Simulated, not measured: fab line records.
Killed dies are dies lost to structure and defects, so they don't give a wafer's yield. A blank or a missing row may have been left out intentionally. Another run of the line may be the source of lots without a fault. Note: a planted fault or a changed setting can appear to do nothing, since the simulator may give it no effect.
Matching of chambers || flow berkeleyCmos170 || rieDiel-01 running UCB170_V2_ETCH_14: 4 sister chambers
The step etches SiO2 in CHF3/CF4/Ar, stops on Al, target depth 1250 nm, time 291 s. 4 wafers are shown with their chamber, then 8 later ones without.

## EACH WAFER AND ITS CHAMBER
{"wafer": "L355.2", "chamber": 3, "drypumpMotorCurrentA (A)": 4.9}
{"wafer": "L355.3", "chamber": 0, "drypumpMotorCurrentA (A)": 5.6}
{"wafer": "L355.4", "chamber": 1, "drypumpMotorCurrentA (A)": 5.9}
{"wafer": "L360.1", "chamber": 2, "drypumpMotorCurrentA (A)": 6.3}

## WAFERS MISSING THEIR CHAMBER
{"wafer": "L360.3", "drypumpMotorCurrentA (A)": 6.0}
{"wafer": "L360.6", "drypumpMotorCurrentA (A)": 5.9}
{"wafer": "L362.3", "drypumpMotorCurrentA (A)": 6.3}
{"wafer": "L362.4", "drypumpMotorCurrentA (A)": 4.9}
{"wafer": "L362.6", "drypumpMotorCurrentA (A)": 6.0}
{"wafer": "L363.2", "drypumpMotorCurrentA (A)": 6.3}
{"wafer": "L363.5", "drypumpMotorCurrentA (A)": 5.6}
{"wafer": "L363.6", "drypumpMotorCurrentA (A)": 6.0}

## WHICH CHAMBER EACH WENT THROUGH
{"wafer": "L360.3", "from the rows above": 1, "in truth": 1}
{"wafer": "L360.6", "from the rows above": 1, "in truth": 1}
{"wafer": "L362.3", "from the rows above": 2, "in truth": 2}
{"wafer": "L362.4", "from the rows above": 3, "in truth": 3}
{"wafer": "L362.6", "from the rows above": 1, "in truth": 1}
{"wafer": "L363.2", "from the rows above": 2, "in truth": 2}
{"wafer": "L363.5", "from the rows above": 0, "in truth": 0}
{"wafer": "L363.6", "from the rows above": 1, "in truth": 1}
8 of 8 placed correctly. Number that these rows cannot place: 0. Wrongly placed: 0.
How it was worked out, from the rows above alone: a wafer's distance from a chamber is the root of the sum, over the readings, of the square of ((its reading less the chamber's mean) divided by the reading's scatter). The wafer belongs to the nearest chamber; if the next one is less than 2 further off, it can't be placed. A chamber's mean is the mean of its shown wafers. The scatter (one wafer shown for each chamber): square how far every hidden wafer sits from the nearest shown wafer, average those squares and take the square root.
